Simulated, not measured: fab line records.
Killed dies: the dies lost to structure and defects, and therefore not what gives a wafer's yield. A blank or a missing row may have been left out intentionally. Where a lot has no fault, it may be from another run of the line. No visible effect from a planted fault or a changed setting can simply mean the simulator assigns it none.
What tool caused it? || flow rit cmos || 42 wafers from 14 lots sampled at 2 of the route's 202 steps

== WHAT THE GAUGES SHOWED, per wafer ==
RIT_NRETRO_OVL_MEAS_06.
{"lot": "L950", "measured": "day 2 05:19", "on": "overlay-01", "NRETRO_OVL (nm)": "-0.9 -0.6 -1.1"}
{"lot": "L951", "measured": "day 2 11:43", "on": "overlay-01", "NRETRO_OVL (nm)": "0.3 -1.4 -0.9"}
{"lot": "L952", "measured": "day 2 20:55", "on": "overlay-02", "NRETRO_OVL (nm)": "0.3 -1.7 -2.9"}
{"lot": "L954", "measured": "day 3 07:45", "on": "overlay-01", "NRETRO_OVL (nm)": "-0.8 -0.6 0.4"}
{"lot": "L955", "measured": "day 3 07:59", "on": "overlay-01", "NRETRO_OVL (nm)": "0.8 0.6 -0.1"}
{"lot": "L956", "measured": "day 3 13:19", "on": "overlay-01", "NRETRO_OVL (nm)": "1.0 0.5 0.4"}
{"lot": "L957", "measured": "day 3 17:04", "on": "overlay-02", "NRETRO_OVL (nm)": "-1.8 -2.1 -3.0"}
{"lot": "L958", "measured": "day 3 22:17", "on": "overlay-02", "NRETRO_OVL (nm)": "-1.6 -1.3 -0.6"}
{"lot": "L959", "measured": "day 4 03:47", "on": "overlay-02", "NRETRO_OVL (nm)": "-0.3 -1.7 -2.4"}
{"lot": "L962", "measured": "day 4 17:55", "on": "overlay-02", "NRETRO_OVL (nm)": "-301.0 -300.7 -301.0"}
{"lot": "L963", "measured": "day 4 22:21", "on": "overlay-01", "NRETRO_OVL (nm)": "-1.0 0.8 -2.0"}
{"lot": "L966", "measured": "day 5 14:37", "on": "overlay-02", "NRETRO_OVL (nm)": "-305.7 -305.0 -304.8"}
{"lot": "L967", "measured": "day 5 18:13", "on": "overlay-01", "NRETRO_OVL (nm)": "1.8 0.1 -0.7"}
{"lot": "L970", "measured": "day 6 09:02", "on": "overlay-02", "NRETRO_OVL (nm)": "1.7 2.6 0.8"}

== WHICH TOOL RAN EACH LOT (tool, then ch and the chambers of the sampled wafers, then the start) ==
{"lot": "L950", "RIT_NRETRO_EXPOSE_03": "iline stepper-02 ch 0, day 2 04:55"}
{"lot": "L951", "RIT_NRETRO_EXPOSE_03": "iline stepper-01 ch 0, day 2 11:17"}
{"lot": "L952", "RIT_NRETRO_EXPOSE_03": "iline stepper-01 ch 0, day 2 20:29"}
{"lot": "L954", "RIT_NRETRO_EXPOSE_03": "iline stepper-01 ch 0, day 3 07:20"}
{"lot": "L955", "RIT_NRETRO_EXPOSE_03": "iline stepper-02 ch 0, day 3 07:35"}
{"lot": "L956", "RIT_NRETRO_EXPOSE_03": "iline stepper-01 ch 0, day 3 12:55"}
{"lot": "L957", "RIT_NRETRO_EXPOSE_03": "iline stepper-01 ch 0, day 3 16:40"}
{"lot": "L958", "RIT_NRETRO_EXPOSE_03": "iline stepper-02 ch 0, day 3 21:52"}
{"lot": "L959", "RIT_NRETRO_EXPOSE_03": "iline stepper-02 ch 0, day 4 03:22"}
{"lot": "L962", "RIT_NRETRO_EXPOSE_03": "iline stepper-01 ch 0, day 4 17:29"}
{"lot": "L963", "RIT_NRETRO_EXPOSE_03": "iline stepper-02 ch 0, day 4 21:58"}
{"lot": "L966", "RIT_NRETRO_EXPOSE_03": "iline stepper-01 ch 0, day 5 14:13"}
{"lot": "L967", "RIT_NRETRO_EXPOSE_03": "iline stepper-02 ch 0, day 5 17:48"}
{"lot": "L970", "RIT_NRETRO_EXPOSE_03": "iline stepper-02 ch 0, day 6 08:37"}
- RIT_NRETRO_EXPOSE_03: exposes mask M4, target cd 43900 nm.

== WHAT THE TOOLS THEMSELVES READ (means of the sampled wafers that have a number; where no wafer has one, the mark that the record gives instead) ==
RIT_NRETRO_EXPOSE_03.
{"lot": "L950", "tool": "iline stepper-02", "reticle temp C (C)": 23.04, "stage vel mm s (mm/s)": 500.17}
{"lot": "L951", "tool": "iline stepper-01", "reticle temp C (C)": 22.96, "stage vel mm s (mm/s)": 500.12}
{"lot": "L952", "tool": "iline stepper-01", "reticle temp C (C)": 22.88, "stage vel mm s (mm/s)": 500.33}
{"lot": "L954", "tool": "iline stepper-01", "reticle temp C (C)": 22.98, "stage vel mm s (mm/s)": 499.72}
{"lot": "L955", "tool": "iline stepper-02", "reticle temp C (C)": 23.02, "stage vel mm s (mm/s)": 499.78}
{"lot": "L956", "tool": "iline stepper-01", "reticle temp C (C)": 23.02, "stage vel mm s (mm/s)": 500.08}
{"lot": "L957", "tool": "iline stepper-01", "reticle temp C (C)": 23.04, "stage vel mm s (mm/s)": 499.85}
{"lot": "L958", "tool": "iline stepper-02", "reticle temp C (C)": 23.01, "stage vel mm s (mm/s)": 499.86}
{"lot": "L959", "tool": "iline stepper-02", "reticle temp C (C)": 23.13, "stage vel mm s (mm/s)": 499.70}
{"lot": "L962", "tool": "iline stepper-01", "reticle temp C (C)": 22.98, "stage vel mm s (mm/s)": 500.09}
{"lot": "L963", "tool": "iline stepper-02", "reticle temp C (C)": 23.04, "stage vel mm s (mm/s)": 500.03}
{"lot": "L966", "tool": "iline stepper-01", "reticle temp C (C)": 22.88, "stage vel mm s (mm/s)": 500.02}
{"lot": "L967", "tool": "iline stepper-02", "reticle temp C (C)": 23.06, "stage vel mm s (mm/s)": 500.44}
{"lot": "L970", "tool": "iline stepper-02", "reticle temp C (C)": 23.03, "stage vel mm s (mm/s)": 499.83}

== THE ANSWER, worked out from the rows above alone ==
Rule: the usual values come from the lots themselves. Put in order of their means at a reading, lots are off if they are a third of the lots or fewer, leave a main group of 4 or more, and stand apart from it by a gap of 3 or more times the standard deviation of the main group's means; of several such gaps the widest counts. A main group is skipped when, at the precision printed for the reading in the tables above, its means are all equal. Also off: a lot with no number at a reading for which 4 or more lots have one. The other lots that the step has rows for count as sound. The gauges are gone through in route order, then the tools' own readings, and for those a lot's mean is taken as printed above. The first step at which some lot is off is used, and at that step the reading that is off furthest; a lot without a number counts as furthest.
Off: L962, L966, seen at RIT_NRETRO_OVL_MEAS_06 (NRETRO_OVL). Main group: mean -0.5 nm, sd 1.1.
A tool fits if, at a process step before that reading, it ran every lot that is off, and no sound lot after the first of them. Gauges at RIT_NRETRO_OVL_MEAS_06: tried the same way as those tools. One candidate fits, namely iline stepper-01 at RIT_NRETRO_EXPOSE_03. A fault onset in the window from L957 (day 3 16:40, its last sound lot) to L962 (day 4 17:29, its first lot off) fits.

== WHAT HAD BEEN PUT IN BY THE SIMULATOR ==
Scanner matching overlay: iline stepper-01, from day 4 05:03 on, at RIT_NRETRO_EXPOSE_03. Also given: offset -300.
Lots struck among those shown: L962, L966. The rule given above showed the same thing.
